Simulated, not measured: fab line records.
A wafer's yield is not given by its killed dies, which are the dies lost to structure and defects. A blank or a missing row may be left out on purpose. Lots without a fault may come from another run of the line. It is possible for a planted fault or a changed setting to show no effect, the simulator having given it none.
The tool behind it: which one?    flow rit_cmos    21 wafers sampled from 7 lots at 1 step of a route of 202

== WHAT THE GAUGES READ, wafer by wafer ==
RIT_ACTIVE_BOW_MEAS_00.
lot   measured     on             INCOMING_BOW (um)
L707  day 1 20:01  film_metro-03  0 -10 -7
L709  day 2 06:01  film_metro-02  -1 -3 -4
L711  day 2 16:01  film_metro-02  6 8 -2
L714  day 3 07:01  film_metro-03  -4 -15 -8
L718  day 4 03:00  film_metro-03  -1 -4 -4
L721  day 4 18:04  film_metro-04  -6 -11 1
L728  day 6 05:04  film_metro-03  -1 2 -6

== WHICH TOOL RAN EACH LOT (tool, then ch and the chambers of the sampled wafers, then the start) ==
The record holds no process step before these readings.

== THE ANSWER, worked out from the rows above alone ==
Rule: the lots themselves supply what counts as usual. Put in order of their means at a reading, lots are off if they are a third of the lots or fewer, leave a main group of 4 or more, and stand apart from it by a gap of 3 or more times the standard deviation of the main group's means; of several such gaps the widest counts. A main group is skipped when, at the precision printed for the reading in the tables above, its means are all equal. Also off: a lot with no number at a reading for which 4 or more lots have one. The other lots that the step has rows for count as sound.
None of the lots is off at any reading shown; this tells nothing.

== WHAT WAS PUT IN BY THE SIMULATOR ==
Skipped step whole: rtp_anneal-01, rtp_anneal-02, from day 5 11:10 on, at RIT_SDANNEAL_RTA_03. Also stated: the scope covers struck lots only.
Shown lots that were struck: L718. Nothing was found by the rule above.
